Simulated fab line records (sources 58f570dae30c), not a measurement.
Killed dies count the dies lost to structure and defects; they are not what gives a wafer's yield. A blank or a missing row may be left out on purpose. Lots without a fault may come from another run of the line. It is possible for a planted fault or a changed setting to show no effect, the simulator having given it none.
The tool behind it: which one? -- flow berkeley_cmos170 -- 6 lots with 18 wafers sampled at 3 steps, on a route of 331 steps

## WHAT THE GAUGES SHOWED, per wafer
UCB170_M2_RS_MEAS_02: a four-point-probe measurement.
lot,measured,on,M2_AL_RS (ohm/sq)
L860,day 9 15:17,film_metro-04,0.0325 0.0322 0.0323
L864,day 11 05:41,film_metro-02,0.0334 0.0332 0.0332
L866,day 11 10:00,film_metro-04,0.0335 0.0325 0.0335
L870,day 12 01:21,film_metro-01,0.0325 0.0317 0.0319
L877,day 12 19:35,film_metro-04,0.0323 0.0311 0.0331
L880,day 13 17:32,film_metro-01,0.0317 0.0312 0.0316

## EACH LOT AND THE TOOL THAT RAN IT (in order: tool; ch and the chambers of the sampled wafers; start)
lot,UCB170_ZERO_ETCH_06,UCB170_M2_SPUTTER_01
L860,"rie_diel-03 ch 1,2, day 2 03:50","pvd_sputter-02, day 9 15:12"
L864,"rie_diel-03 ch 0,1,2, day 3 03:53","pvd_sputter-04, day 11 05:34"
L866,"rie_diel-02 ch 0,1,3, day 3 04:15","pvd_sputter-04, day 11 09:52"
L870,"rie_diel-03 ch 0,2,3, day 4 04:26","pvd_sputter-02, day 12 01:16"
L877,"rie_diel-03 ch 0,2, day 5 16:51","pvd_sputter-02, day 12 19:29"
L880,"rie_diel-04 ch 1,2, day 6 09:08","pvd_sputter-01, day 13 17:27"
- UCB170_ZERO_ETCH_06: etches SiO2 in CHF3/CF4/Ar, time 12 s.
- UCB170_M2_SPUTTER_01: material Al, target thk 900 nm, time 120 s.

## THE ANSWER, worked out from the rows above alone
Rule: usual is defined by the lots themselves. The widest of any qualifying gaps counts: lots, ordered by their means at a reading, are off when they make up no more than a third of the lots, leave a main group of 4 or more, and stand apart from it by 3 or more times the standard deviation of that group's means. Not used: any main group whose means are identical at the precision the tables above print for the reading. A lot without any number at a reading at which 4 lots or more have one is off too. All remaining lots with rows at the step are treated as sound.
No lot is off on any of the readings shown, so nothing can be concluded from this.

## WHAT THE SIMULATOR HAD PUT IN
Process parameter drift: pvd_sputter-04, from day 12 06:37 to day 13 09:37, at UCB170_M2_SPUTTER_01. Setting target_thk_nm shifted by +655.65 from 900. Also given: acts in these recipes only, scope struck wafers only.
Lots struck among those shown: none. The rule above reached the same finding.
